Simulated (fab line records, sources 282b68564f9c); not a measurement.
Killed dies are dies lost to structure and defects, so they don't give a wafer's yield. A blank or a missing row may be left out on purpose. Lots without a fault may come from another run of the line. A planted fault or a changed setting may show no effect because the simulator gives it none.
fab line records | flow rit_cmos
record lots=15 wafers=45 last_day=7
route steps=202 shown ACTIVE@5 NWELL@34 WELLDRIVE@50 PWELL@52 PLDD@123 M1@202
lots that met no fault: from a run of the same line without faults
start_h: hours from the record's first day to the start of the lot's first wafer shown | wait_h: hours since the lot's step before | " the same as in the row above | L1.1+2: a row that stands for several wafers | - no value, or no start given | * or withheld: withheld | < > ~ a bound
route shown NAME@n: a module of which the file shows steps, and the number in the route of the first | usual: mean/standard deviation of fault-free wafers | same: alike in all rows | chamber/n: place in a boat | sites: the reading at each site | _std_site: their standard deviation | _edge_site: outer sites' mean less inner sites' | radius_mm: how far each site lies from the wafer's centre | mask NAME#n: copy n | behind: the tool/chamber that last shaped the wafer | hold: why the lot was held/for how many hours/how that ended | device: the transistor (n, p or np) that didn't switch | end of line: the same wafers' tests at the end of the route | a step without rows: its recipe alone | killed: dies lost to structure and defects at the first sort, not the wafer's yield | map: a wafer's dies, x killed, . not, _ none there
set.NAME: the setting as run; set.NAME@STEP: as run at that earlier step | model.NAME: the simulator's own value behind a step, which no gauge read
steps of the route over a sample of lots; a table a step, a row a wafer
services: from which hour (start_h, from the record's first day; less than 0 if before it) a tool's chamber was out of use, for how many hours, and why
## steps
# step RIT_ACTIVE_THK_MEAS_04
# recipe reads=Si3N4_of_ACTIVE_CVD_03
# usual ACTIVE_NITRIDE_THK=150.3/1.4
# columns lot.wafer tool chamber start_h wait_h ACTIVE_NITRIDE_THK[nm]
L903.1 film_metro-01 - 13.53 0.0 151.8
L903.3 " - " " 151.6
L903.5 " - " " 151.0
L904.1 film_metro-02 - 18.53 0.0 152.3
L904.2 " - " " 151.2
L904.4 " - " " 151.4
L905.3 film_metro-02 - 24.26 0.0 150.9
L905.5 " - " " 150.1
L905.6 " - " " 150.7
L906.3 film_metro-04 - 28.55 0.0 150.3
L906.4 " - " " 150.2
L906.6 " - " " 150.2
L907.1 film_metro-04 - 34.51 0.0 151.3
L907.2 " - " " 151.3
L907.3 " - " " 152.0
L908.3 film_metro-01 - 38.55 0.0 149.4
L908.4 " - " " 149.5
L908.5 " - " " 149.4
L909.4 film_metro-01 - 44.27 0.0 151.0
L909.5 " - " " 151.6
L909.6 " - " " 150.8
L910.1 film_metro-04 - 48.53 0.0 151.8
L910.3 " - " " 150.7
L910.6 " - " " 151.1
L911.2 film_metro-04 - 53.54 0.0 150.5
L911.4 " - " " 150.3
L911.5 " - " " 150.0
L912.1 film_metro-02 - 58.53 0.0 149.5
L912.3 " - " " 150.1
L912.6 " - " " 151.2
L913.4 film_metro-02 - 64.78 0.0 148.9
L913.5 " - " " 150.3
L913.6 " - " " 147.8
L914.1 film_metro-01 - 69.07 0.0 150.5
L914.4 " - " " 150.6
L914.5 " - " " 149.5
L922.1 film_metro-01 - 108.53 0.0 152.8
L922.2 " - " " 151.7
L922.4 " - " " 152.5
L924.1 film_metro-04 - 118.53 0.0 149.9
L924.3 " - " " 148.0
L924.5 " - " " 151.3
L926.2 film_metro-01 - 128.54 0.0 148.5
L926.4 " - " " 149.6
L926.5 " - " " 149.3
# step RIT_NWELL_OVL_MEAS_06
# usual NWELL_OVL=-1.0/1.2
# columns lot.wafer tool chamber start_h wait_h NWELL_OVL[nm]
L903.1 overlay-01 - 21.07 - 0.9
L903.3 " - " " -0.4
L903.5 " - " " -0.9
L904.1 overlay-01 - 25.46 - -0.1
L904.2 " - " " -1.2
L904.4 " - " " 0.9
L905.3 overlay-01 - 31.81 - 1.4
L905.5 " - " " 0.5
L905.6 " - " " -0.6
L906.3 overlay-02 - 36.29 - -1.2
L906.4 " - " " -0.4
L906.6 " - " " 0.3
L907.1 overlay-02 - 42.18 - -0.7
L907.2 " - " " -1.7
L907.3 " - " " -1.9
L908.3 overlay-01 - 45.51 - -0.8
L908.4 " - " " 1.1
L908.5 " - " " -1.2
L909.4 overlay-02 - 51.02 - -0.7
L909.5 " - " " -1.3
L909.6 " - " " -1.2
L910.1 overlay-02 - 56.53 - -2.1
L910.3 " - " " -3.1
L910.6 " - " " -2.2
L911.2 overlay-02 - 62.76 - -0.9
L911.4 " - " " 1.2
L911.5 " - " " -0.7
L912.1 overlay-01 - 67.60 - -3.1
L912.3 " - " " 0.8
L912.6 " - " " -1.0
L913.4 overlay-02 - 72.61 - -1.6
L913.5 " - " " -3.0
L913.6 " - " " -2.3
L914.1 overlay-02 - 78.92 - -2.6
L914.4 " - " " -1.1
L914.5 " - " " -1.6
L922.1 overlay-02 - 115.45 - -1.5
L922.2 " - " " 2.0
L922.4 " - " " -0.8
L924.1 overlay-01 - 125.15 - 0.0
L924.3 " - " " -1.4
L924.5 " - " " -0.3
L926.2 overlay-02 - 137.94 - -2.0
L926.4 " - " " -1.6
L926.5 " - " " -2.3
# step RIT_WELLDRIVE_ANNEAL_00
# recipe temp_c=1100 time_s=14700 ambient=N2
# usual spike_tc_centre_C=1102.2/1.2 spike_tc_load_C=1129.6/1.5 spike_tc_source_C=1128.4/2.2 tube_center_temp_C=1100/0.11 tube_center_temp_C_max=1102.8/0.45
# columns lot.wafer tool chamber start_h wait_h spike_tc_centre_C spike_tc_load_C spike_tc_source_C tube_center_temp_C tube_center_temp_C_max
L903.1 furnace-03 0 23.32 0.1 1100.3 1128.1 1125.6 1099.9 1102.8
L903.3 " 0 " " 1102.6 1130.8 1129.0 1099.9 1103.0
L903.5 " 0 " " 1100.4 1128.9 1126.4 1100 1102.4
L904.1 furnace-02 0 27.81 0.1 1102.7 1128.1 1132.1 1099.9 1102.2
L904.2 " 0 " " 1102.5 1128.2 1130.4 1100 1102.8
L904.4 " 0 " " 1101.1 1128.7 1130.7 1100.1 1102.6
L905.3 furnace-04 0 34.15 0.0 1102.3 1130.2 1125.8 1100.1 1102.5
L905.5 " 0 " " 1103.2 1128.6 1127.2 1100.2 1102.4
L905.6 " 0 " " 1101.5 1130.6 1128.5 1100 1102.6
L906.3 furnace-02 0 38.50 0.0 1102.9 1128.2 1132.4 1100.1 1102.6
L906.4 " 0 " " 1101.6 1126.4 1131.4 1099.9 1102.4
L906.6 " 0 " " 1102.5 1127.5 1131.7 1099.9 1102.1
L907.1 furnace-03 0 44.52 0.1 1101.9 1128.6 1125.5 1100 1102.5
L907.2 " 0 " " 1101.3 1131.7 1125.4 1099.9 1103.4
L907.3 " 0 " " 1099.1 1128.0 1127.0 1100.2 1103.2
L908.3 furnace-04 0 47.72 0.0 1101.9 1130.1 1126.2 1099.8 1102.4
L908.4 " 0 " " 1103.3 1129.6 1127.8 1100.2 1102.7
L908.5 " 0 " " 1104.0 1132.1 1129.3 1099.8 1102.0
L909.4 furnace-02 0 53.51 0.0 1103.0 1128.1 1131.6 1099.9 1102.7
L909.5 " 0 " " 1103.8 1127.1 1131.9 1099.9 1102.9
L909.6 " 0 " " 1102.4 1126.9 1131.4 1100 1102.7
L910.1 furnace-04 0 58.88 0.1 1103.4 1130.5 1126.1 1099.8 1103.0
L910.3 " 0 " " 1103.0 1129.3 1127.9 1100.1 1102.8
L910.6 " 0 " " 1101.6 1130.2 1129.3 1100.2 1102.4
L911.2 furnace-04 0 65.10 0.0 1104.1 1132.0 1127.6 1099.8 1102.2
L911.4 " 0 " " 1102.6 1130.0 1127.8 1099.9 1103.9
L911.5 " 0 " " 1102.8 1130.4 1127.9 1100.2 1102.8
L912.1 furnace-04 0 70.18 0.4 1095.6 1122.6 1119.2 1092 1094.6
L912.3 " 0 " " 1093.6 1123.4 1118.2 1092 1095.5
L912.6 " 0 " " 1094.3 1120.6 1118.9 1092 1094.5
L913.4 furnace-04 0 76.34 1.4 1095.8 1121.9 1118.1 1092.2 1094.8
L913.5 " 0 " " 1094.1 1121.5 1119.4 1092 1095.4
L913.6 " 0 " " 1095.2 1123.9 1119.0 1092 1095.5
L914.1 furnace-04 0 81.67 0.6 1094.6 1121.8 1118.3 1091.8 1094.7
L914.4 " 0 " " 1093.8 1122.2 1120.8 1092.1 1095.0
L914.5 " 0 " " 1096.4 1121.8 1119.5 1091.9 1094.2
L922.1 furnace-03 0 117.80 0.1 1101.8 1129.6 1125.1 1100 1103.2
L922.2 " 0 " " 1102.2 1129.8 1127.4 1100 1102.0
L922.4 " 0 " " 1099.8 1131.9 1125.9 1100 1102.5
L924.1 furnace-02 0 127.50 0.1 1104.1 1127.7 1131.0 1099.9 1102.4
L924.3 " 0 " " 1101.9 1126.3 1133.0 1100 1102.6
L924.5 " 0 " " 1102.1 1127.7 1131.2 1100.1 1103.0
L926.2 furnace-02 0 140.28 0.0 1104.1 1128.7 1132.3 1099.9 1102.3
L926.4 " 0 " " 1102.2 1128.5 1131.9 1100 1102.9
L926.5 " 0 " " 1102.4 1126.3 1132.9 1100 1102.5
# step RIT_WELLDRIVE_RS_MEAS_01
# recipe thk_meas_gauge=four-point-probe
# usual NWELL_RS=274.9/0.76
# columns lot.wafer tool chamber start_h wait_h NWELL_RS[ohm/sq]
L903.1 film_metro-01 - 28.40 0.0 274.8
L903.3 " - " " 274.3
L903.5 " - " " 274.3
L904.1 film_metro-04 - 32.89 0.0 274.0
L904.2 " - " " 274.0
L904.4 " - " " 274.7
L905.3 film_metro-04 - 39.27 0.0 274.3
L905.5 " - " " 273.6
L905.6 " - " " 274.7
L906.3 film_metro-04 - 43.63 0.0 275.1
L906.4 " - " " 275.1
L906.6 " - " " 274.5
L907.1 film_metro-01 - 49.61 0.0 275.9
L907.2 " - " " 275.7
L907.3 " - " " 275.1
L908.3 film_metro-01 - 52.85 0.0 276.1
L908.4 " - " " 275.5
L908.5 " - " " 276.0
L909.4 film_metro-03 - 58.65 0.1 275.1
L909.5 " - " " 275.0
L909.6 " - " " 275.7
L910.1 film_metro-03 - 63.97 0.0 275.0
L910.3 " - " " 275.4
L910.6 " - " " 274.6
L911.2 film_metro-03 - 70.20 0.0 275.8
L911.4 " - " " 275.6
L911.5 " - " " 276.6
L912.1 film_metro-03 - 75.26 0.0 284.2
L912.3 " - " " 283.5
L912.6 " - " " 284.8
L913.4 film_metro-04 - 81.48 0.1 283.5
L913.5 " - " " 284.4
L913.6 " - " " 283.9
L914.1 film_metro-04 - 86.76 0.0 284.2
L914.4 " - " " 284.2
L914.5 " - " " 283.9
L922.1 film_metro-01 - 122.88 0.0 274.2
L922.2 " - " " 275.1
L922.4 " - " " 275.4
L924.1 film_metro-04 - 132.58 0.0 273.8
L924.3 " - " " 274.2
L924.5 " - " " 274.9
L926.2 film_metro-04 - 145.38 0.0 274.1
L926.4 " - " " 273.9
L926.5 " - " " 274.6
# step RIT_WELLDRIVE_RS_MEAS_02
# recipe thk_meas_gauge=four-point-probe
# usual PWELL_RS=429.1/1.4
# columns lot.wafer tool chamber start_h wait_h PWELL_RS[ohm/sq]
L903.1 film_metro-01 - 28.52 0.1 427.7
L903.3 " - " " 427.5
L903.5 " - " " 427.5
L904.1 film_metro-04 - 33.01 0.1 427.8
L904.2 " - " " 427.0
L904.4 " - " " 428.6
L905.3 film_metro-04 - 39.39 0.1 429.0
L905.5 " - " " 429.1
L905.6 " - " " 427.8
L906.3 film_metro-04 - 43.75 0.1 430.4
L906.4 " - " " 430.1
L906.6 " - " " 430.6
L907.1 film_metro-01 - 49.73 0.1 431.2
L907.2 " - " " 430.5
L907.3 " - " " 430.9
L908.3 film_metro-01 - 52.97 0.1 430.1
L908.4 " - " " 430.0
L908.5 " - " " 429.8
L909.4 film_metro-03 - 58.77 0.1 428.3
L909.5 " - " " 429.4
L909.6 " - " " 428.7
L910.1 film_metro-03 - 64.09 0.1 430.0
L910.3 " - " " 429.4
L910.6 " - " " 430.7
L911.2 film_metro-03 - 70.32 0.1 428.4
L911.4 " - " " 429.1
L911.5 " - " " 429.6
L912.1 film_metro-03 - 75.38 0.1 440.5
L912.3 " - " " 441.0
L912.6 " - " " 440.2
L913.4 film_metro-04 - 81.60 0.1 435.9
L913.5 " - " " 435.9
L913.6 " - " " 435.6
L914.1 film_metro-04 - 86.88 0.1 436.4
L914.4 " - " " 436.0
L914.5 " - " " 436.1
L922.1 film_metro-01 - 123.00 0.1 431.1
L922.2 " - " " 429.9
L922.4 " - " " 430.0
L924.1 film_metro-04 - 132.70 0.1 425.9
L924.3 " - " " 426.6
L924.5 " - " " 426.7
L926.2 film_metro-04 - 145.50 0.1 429.6
L926.4 " - " " 428.5
L926.5 " - " " 428.2
# step RIT_PLDD_STRIP_09
# recipe chemistry=O2 time_s=180 resist=NOVOLAK platen_temp_c=withheld power_w=500 pressure_mtorr=4000 o2_flow_sccm=4000
# usual chamber_pressure_mTorr=3999/3.3 drypump_motor_current_A=5.4/0.37
# columns lot.wafer tool chamber start_h wait_h chamber_pressure_mTorr drypump_motor_current_A rf_hours_counter_h
L903.1 plasma_asher-02 0 43.20 0.1 4003 5.4 25
L903.3 " 0 " " 3997 5.4 -
L903.5 " 1 " " 3996 5.4 -
L904.1 plasma_asher-03 1 47.46 0.1 3999 5.0 40
L904.2 " 0 " " 4000 5.9 40
L904.4 " 1 " " 3999 5.0 -
L905.3 plasma_asher-02 0 54.69 0.1 4003 5.4 -
L905.5 " 0 " " 3996 5.4 -
L905.6 " 1 " " 3996 5.4 -
L906.3 plasma_asher-03 1 59.03 0.1 3998 5.0 -
L906.4 " 0 " " 3997 5.9 -
L906.6 " 0 " " 4006 5.9 -
L907.1 plasma_asher-02 0 65.51 0.1 3992 5.4 28
L907.2 " 1 " " 4001 5.4 28
L907.3 " 0 " " 4006 5.4 -
L908.3 plasma_asher-03 1 69.13 0.1 3998 4.9 -
L908.4 " 0 " " 3995 5.9 -
L908.5 " 1 " " 4002 5.0 -
L909.4 plasma_asher-03 0 74.44 0.1 4006 5.9 -
L909.5 " 0 " " 4001 5.9 -
L909.6 " 1 " " 4000 5.0 -
L910.1 plasma_asher-03 1 78.57 0.1 3995 5.0 44
L910.3 " 1 " " 4003 4.9 -
L910.6 " 1 " " 3996 5.0 -
L911.2 plasma_asher-02 0 92.77 0.1 4004 5.4 30
L911.4 " 0 " " 4002 5.4 -
L911.5 " 0 " " 3996 5.3 -
L912.1 plasma_asher-02 0 95.83 0.1 4001 5.3 31
L912.3 " 0 " " 3997 5.3 -
L912.6 " 0 " " 4001 5.3 -
L913.4 plasma_asher-02 1 99.43 0.1 3995 5.4 -
L913.5 " 1 " " 3998 5.4 -
L913.6 " 0 " " 4001 5.4 -
L914.1 plasma_asher-04 0 102.36 0.1 3993 5.9 45
L914.4 " 1 " " 3996 5.2 -
L914.5 " 1 " " 3997 5.2 -
L922.1 plasma_asher-03 1 138.36 0.1 4000 5.0 50
L922.2 " 0 " " 3998 5.9 50
L922.4 " 0 " " 4000 5.9 -
L924.1 plasma_asher-03 0 147.74 0.1 4005 5.9 51
L924.3 " 0 " " 3999 5.9 -
L924.5 " 0 " " 4001 5.9 -
L926.2 plasma_asher-02 1 162.06 0.1 3996 5.4 38
L926.4 " 0 " " 3999 5.3 -
L926.5 " 1 " " 3998 5.4 -
# step RIT_M1_PROBE_99
# usual killed_at_M0_to_M3=0.0/0.12 killed_at_contacts=0.1/0.31 killed_at_front_end=6.8/2.7 killed_dies=6.9/2.7 killed_on_rim=1.8/1.4 killed_open=3.3/1.8 killed_short=3.5/1.8
# same gross_dies=264 killed_at_M4_up=0 killed_at_back_side=0 killed_at_other=0
# columns lot.wafer tool chamber start_h wait_h killed_at_M0_to_M3 killed_at_contacts killed_at_front_end killed_dies killed_on_rim killed_open killed_short
L903.1 prober-01 - 58.67 0.1 0 0 7 7 3 5 2
L903.3 prober-01 - 58.77 0.2 0 0 9 9 1 5 4
L903.5 prober-01 - 58.87 0.2 0 0 9 9 2 2 6
L904.1 prober-01 - 61.46 0.1 0 0 4 4 1 2 2
L904.2 prober-01 - 61.51 0.1 0 0 4 4 1 3 1
L904.4 prober-01 - 61.61 0.2 0 0 6 6 1 2 4
L905.3 prober-01 - 68.07 0.2 0 0 2 2 0 0 2
L905.5 prober-01 - 68.17 0.2 0 0 2 2 0 1 1
L905.6 prober-01 - 68.22 0.2 1 1 3 5 3 1 4
L906.3 prober-02 - 74.35 0.2 0 0 3 3 2 2 1
L906.4 prober-02 - 74.40 0.2 0 0 2 2 1 1 1
L906.6 prober-02 - 74.50 0.2 0 0 7 7 3 3 4
L907.1 prober-01 - 80.61 0.1 0 0 6 6 0 1 5
L907.2 prober-01 - 80.66 0.1 0 0 7 7 1 4 3
L907.3 prober-01 - 80.71 0.2 0 0 8 8 3 5 3
L908.3 prober-02 - 86.53 0.2 0 0 10 10 2 7 3
L908.4 prober-02 - 86.58 0.2 0 0 6 6 3 2 4
L908.5 prober-02 - 86.63 0.2 0 0 2 2 0 0 2
L909.4 prober-01 - 90.26 0.2 0 0 8 8 3 4 4
L909.5 prober-01 - 90.31 0.2 0 0 6 6 3 3 3
L909.6 prober-01 - 90.36 0.2 0 0 8 8 4 6 2
L910.1 prober-02 - 92.06 0.1 0 0 3 3 0 1 2
L910.3 prober-02 - 92.16 0.2 0 0 8 8 4 3 5
L910.6 prober-02 - 92.31 0.2 0 0 4 4 1 2 2
L911.2 prober-01 - 107.00 0.1 0 0 7 7 1 3 4
L911.4 prober-01 - 107.10 0.2 0 0 14 14 4 8 6
L911.5 prober-01 - 107.15 0.2 1 0 6 7 3 4 3
L912.1 prober-01 - 109.76 0.1 0 0 3 3 0 2 1
L912.3 prober-01 - 109.86 0.2 0 0 9 9 1 5 4
L912.6 prober-01 - 110.01 0.2 0 0 13 13 4 4 9
L913.4 prober-02 - 113.71 0.2 0 0 10 10 3 4 6
L913.5 prober-02 - 113.76 0.2 0 0 6 6 3 2 4
L913.6 prober-02 - 113.81 0.2 0 0 8 8 3 5 3
L914.1 prober-01 - 116.91 0.1 0 0 7 7 3 4 3
L914.4 prober-01 - 117.06 0.2 0 0 7 7 0 1 6
L914.5 prober-01 - 117.11 0.2 0 0 7 7 2 5 2
L922.1 prober-01 - 152.06 0.1 0 0 10 10 4 4 6
L922.2 prober-01 - 152.11 0.1 0 1 5 6 2 4 2
L922.4 prober-01 - 152.21 0.2 0 0 2 2 0 0 2
L924.1 prober-01 - 161.37 0.1 0 0 6 6 1 2 4
L924.3 prober-01 - 161.47 0.2 0 0 8 8 3 4 4
L924.5 prober-01 - 161.57 0.2 0 0 4 4 0 2 2
L926.2 prober-01 - 176.09 0.1 0 1 4 5 1 3 2
L926.4 prober-01 - 176.19 0.2 0 0 4 4 2 3 1
L926.5 prober-01 - 176.24 0.2 0 0 6 6 1 3 3
# killed by level:class
L903.1 GATE:geometric_particle:open=2 GATE:geometric_particle:short=2 FOX1:geometric_particle:open=1 REOX:geometric_particle:open=1 SILICIDE:geometric_particle:open=1
L903.3 GATE:geometric_particle:open=4 FOX2:geometric_particle:short=1 GATE:geometric_particle:short=1 SPACER:geometric_particle:short=1 SILICIDE:geometric_particle:open=1 SILICIDE:geometric_particle:short=1
L903.5 GATE:geometric_particle:short=4 FOX2:geometric_particle:short=1 FOX2:geometric_particle:open=1 GATE:geometric_particle:open=1 REOX:geometric_particle:short=1 NWELL:coat_microbubble_printed=1
L904.1 GATE:geometric_particle:open=1 GATE:geometric_particle:short=1 REOX:geometric_particle:short=1 SILICIDE:geometric_particle:open=1
L904.2 GATE:geometric_particle:open=2 FOX1:geometric_particle:open=1 GATE:geometric_particle:short=1
L904.4 REOX:geometric_particle:short=2 GATE:geometric_particle:open=1 GATE:geometric_particle:short=1 SPACER:geometric_particle:open=1 SPACER:geometric_particle:short=1
L905.3 FOX1:geometric_particle:short=1 GATE:geometric_particle:short=1
L905.5 GATE:geometric_particle:short=1 GATE:geometric_particle:open=1
L905.6 FOX1:geometric_particle:open=1 FOX1:geometric_particle:short=1 REOX:geometric_particle:short=1 CONTACT:geometric_particle:short=1 M1:geometric_particle:short=1
L906.3 REOX:geometric_particle:open=2 FOX1:geometric_particle:short=1
L906.4 FOX1:geometric_particle:open=1 FOX1:geometric_particle:short=1
L906.6 GATE:geometric_particle:short=3 GATE:geometric_particle:open=2 FOX1:geometric_particle:open=1 FOX1:geometric_particle:short=1
L907.1 GATE:geometric_particle:short=3 SPACER:geometric_particle:open=1 SPACER:geometric_particle:short=1 SILICIDE:geometric_particle:short=1
L907.2 FOX2:geometric_particle:short=2 REOX:geometric_particle:open=2 GATE:geometric_particle:open=1 SPACER:geometric_particle:short=1 SPACER:geometric_particle:open=1
L907.3 GATE:geometric_particle:open=3 FOX1:geometric_particle:short=2 SILICIDE:geometric_particle:open=2 GATE:geometric_particle:short=1
L908.3 GATE:geometric_particle:open=5 FOX1:geometric_particle:open=2 GATE:geometric_particle:short=2 FOX1:geometric_particle:short=1
L908.4 REOX:geometric_particle:short=2 ACTIVE:geometric_particle:short=1 FOX2:geometric_particle:open=1 GATE:geometric_particle:short=1 REOX:geometric_particle:open=1
L908.5 FOX1:geometric_particle:short=1 GATE:geometric_particle:short=1
L909.4 GATE:geometric_particle:short=2 FOX1:geometric_particle:short=1 FOX2:geometric_particle:open=1 GATE:geometric_particle:open=1 SPACER:geometric_particle:open=1 SPACER:geometric_particle:short=1 SILICIDE:geometric_particle:open=1
L909.5 GATE:geometric_particle:short=3 GATE:geometric_particle:open=2 FOX1:geometric_particle:open=1
L909.6 SILICIDE:geometric_particle:open=3 GATE:geometric_particle:open=2 FOX1:geometric_particle:open=1 FOX1:geometric_particle:short=1 SILICIDE:geometric_particle:short=1
L910.1 FOX1:geometric_particle:short=1 SPACER:geometric_particle:open=1 SILICIDE:geometric_particle:short=1
L910.3 GATE:geometric_particle:short=2 ACTIVE:geometric_particle:short=1 FOX1:geometric_particle:open=1 FOX1:geometric_particle:short=1 GATE:geometric_particle:open=1 REOX:geometric_particle:short=1 SILICIDE:geometric_particle:open=1
L910.6 FOX1:geometric_particle:open=1 GATE:geometric_particle:short=1 SPACER:geometric_particle:open=1 SPACER:geometric_particle:short=1
L911.2 REOX:geometric_particle:short=2 REOX:geometric_particle:open=2 SPACER:geometric_particle:short=1 SILICIDE:geometric_particle:open=1 SILICIDE:geometric_particle:short=1
L911.4 FOX1:geometric_particle:short=3 FOX1:geometric_particle:open=2 REOX:geometric_particle:open=2 SILICIDE:geometric_particle:open=2 GATE:geometric_particle:open=1 REOX:geometric_particle:short=1 SPACER:geometric_particle:short=1 SPACER:geometric_particle:open=1
L911.5 FOX1:geometric_particle:open=2 GATE:geometric_particle:short=2 GATE:geometric_particle:open=1 SILICIDE:geometric_particle:open=1 M1:geometric_particle:short=1
L912.1 FOX2:geometric_particle:open=2 REOX:geometric_particle:short=1
L912.3 SPACER:geometric_particle:open=3 GATE:geometric_particle:short=2 FOX1:geometric_particle:open=1 FOX1:geometric_particle:short=1 GATE:geometric_particle:open=1 SILICIDE:geometric_particle:short=1
L912.6 FOX1:geometric_particle:short=3 FOX1:geometric_particle:open=2 SILICIDE:geometric_particle:short=2 FOX2:geometric_particle:short=1 GATE:geometric_particle:open=1 GATE:geometric_particle:short=1 REOX:geometric_particle:short=1 SPACER:geometric_particle:short=1
L913.4 REOX:geometric_particle:open=3 GATE:geometric_particle:short=2 SILICIDE:geometric_particle:short=2 FOX2:geometric_particle:open=1 REOX:geometric_particle:short=1 SPACER:geometric_particle:short=1
L913.5 FOX1:geometric_particle:short=2 FOX2:geometric_particle:short=1 REOX:geometric_particle:open=1 SPACER:geometric_particle:short=1 SILICIDE:geometric_particle:open=1
L913.6 GATE:geometric_particle:open=5 REOX:geometric_particle:short=2 GATE:geometric_particle:short=1
L914.1 GATE:geometric_particle:open=2 SILICIDE:geometric_particle:short=2 GATE:geometric_particle:short=1 REOX:geometric_particle:open=1 SILICIDE:geometric_particle:open=1
L914.4 FOX2:geometric_particle:short=2 SILICIDE:geometric_particle:short=2 GATE:geometric_particle:open=1 GATE:geometric_particle:short=1 REOX:geometric_particle:short=1
L914.5 GATE:geometric_particle:open=3 FOX1:geometric_particle:open=1 FOX2:geometric_particle:open=1 GATE:geometric_particle:short=1 SILICIDE:geometric_particle:short=1
L922.1 GATE:geometric_particle:short=2 FOX1:geometric_particle:open=1 FOX2:geometric_particle:open=1 FOX2:geometric_particle:short=1 GATE:geometric_particle:open=1 REOX:geometric_particle:short=1 SPACER:geometric_particle:short=1 SPACER:geometric_particle:open=1
L922.2 SPACER:geometric_particle:open=2 GATE:geometric_particle:short=1 SILICIDE:geometric_particle:short=1 SILICIDE:geometric_particle:open=1 CONTACT:geometric_particle:open=1
L922.4 GATE:geometric_particle:short=1 SPACER:geometric_particle:short=1
L924.1 GATE:geometric_particle:short=2 FOX1:geometric_particle:short=1 FOX2:geometric_particle:short=1 GATE:geometric_particle:open=1 SPACER:geometric_particle:open=1
L924.3 GATE:geometric_particle:short=4 FOX1:geometric_particle:open=1 GATE:geometric_particle:open=1 REOX:geometric_particle:open=1 SILICIDE:geometric_particle:open=1
L924.5 FOX2:geometric_particle:open=1 REOX:geometric_particle:short=1 SPACER:geometric_particle:short=1 SPACER:geometric_particle:open=1
L926.2 FOX2:geometric_particle:short=1 FOX2:geometric_particle:open=1 GATE:geometric_particle:short=1 GATE:geometric_particle:open=1 CONTACT:geometric_particle:open=1
L926.4 FOX2:geometric_particle:open=3 GATE:geometric_particle:short=1
L926.5 GATE:geometric_particle:short=2 SILICIDE:geometric_particle:open=2 FOX2:geometric_particle:open=1 SPACER:geometric_particle:short=1
## services
# columns tool chamber start_h hours kind
furnace-02 - 4.89 3.9 pm
furnace-04 - 24.90 6.0 pm
plasma_asher-02 - 26.34 0.9 repair
furnace-03 - 52.84 16.2 repair
furnace-03 - 69.08 15.7 pm
furnace-02 - 74.13 13.5 pm
furnace-04 - 86.76 3.2 pm
furnace-02 - 98.00 2.6 pm
plasma_asher-04 - 116.28 1.5 repair
furnace-03 - 141.21 3.2 pm
furnace-02 - 157.76 4.6 pm
## key
first_sign step=RIT_WELLDRIVE_ANNEAL_00 reading=tube_center_temp_C direction=down sigmas=73 usual=* struck=*
effect step=RIT_WELLDRIVE_ANNEAL_00 reading=tube_center_temp_C_max direction=down sigmas=18 usual=* struck=*
effect step=RIT_WELLDRIVE_RS_MEAS_01 reading=NWELL_RS direction=up sigmas=12 usual=274.9 struck=284.1
effect step=RIT_WELLDRIVE_RS_MEAS_02 reading=PWELL_RS direction=up sigmas=6.1 usual=429.1 struck=437.5
met_at RIT_WELLDRIVE_ANNEAL_00
struck_lots L912,L913,L914
tester_left_out L912,L913,L914
not_acting_at RIT_ACTIVE_THK_MEAS_04,RIT_NWELL_OVL_MEAS_06,RIT_PLDD_STRIP_09
fault kind=process_parameter_drift tool=furnace-04 chamber=- onset_h=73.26 steps=RIT_WELLDRIVE_ANNEAL_00 channel=temp_c offset=* shape=step end_h=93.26 acts_in=* stated=*
# tester_left_out: of these lots the tester's yield and bins aren't shown, on N5 and GAA mostly nor the transistor test; their killed dies are dies lost to structure and defects alone, not to doping, threshold or leakage, so they don't give the yield
